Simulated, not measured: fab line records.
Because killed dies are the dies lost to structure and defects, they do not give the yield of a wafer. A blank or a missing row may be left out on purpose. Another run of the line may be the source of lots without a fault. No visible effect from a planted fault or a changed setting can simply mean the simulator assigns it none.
Chamber matching ; flow rit_cmos ; rie_si-01 running RIT_GATE_ETCH_19: 4 sister chambers
The step etches poly-Si in SF6/CHF3/O2, stops on SiO2, time 165 s, target depth 312.5 nm. 8 wafers are shown with their chamber, then 8 later ones without.

== WAFERS WITH THEIR CHAMBER ==
wafer;chamber;throttle_valve_pct (%);drypump_motor_current_A (A)
L579.6;1;9.92;5.3
L589.1;3;10.29;5.5
L589.2;0;10.37;5.3
L589.5;2;10.27;6.1
L591.3;2;10.27;6.1
L591.4;1;9.90;5.4
L591.6;3;10.30;5.6
L592.1;0;10.37;5.3

== WAFERS WITH NO CHAMBER GIVEN ==
wafer;throttle_valve_pct (%);drypump_motor_current_A (A)
L592.3;10.27;6.1
L592.5;10.26;6.1
L595.1;10.38;5.3
L595.4;10.29;5.5
L595.5;10.31;5.6
L597.1;9.93;5.3
L597.2;10.25;6.1
L597.6;10.37;5.3

== WHICH CHAMBER EACH WENT THROUGH ==
wafer;from the rows above;in truth
L592.3;2;2
L592.5;2;2
L595.1;0;0
L595.4;3;3
L595.5;3;3
L597.1;1;1
L597.2;2;2
L597.6;0;0
Correct placement for 8 of the 8. From these rows, 0 cannot be placed. Wrongly placed: 0.
How it was worked out, from the rows above alone: a wafer's distance from a chamber is the root of the sum, over the readings, of the square of ((its reading less the chamber's mean) divided by the reading's scatter). The wafer belongs to the nearest chamber; if the next one is less than 2 further off, it can't be placed. The mean given for a chamber averages the wafers shown for that chamber. The scatter is the square root of a quotient: the sum, over the shown wafers, of each reading's squared deviation from its chamber's mean, divided by wafers minus chambers.
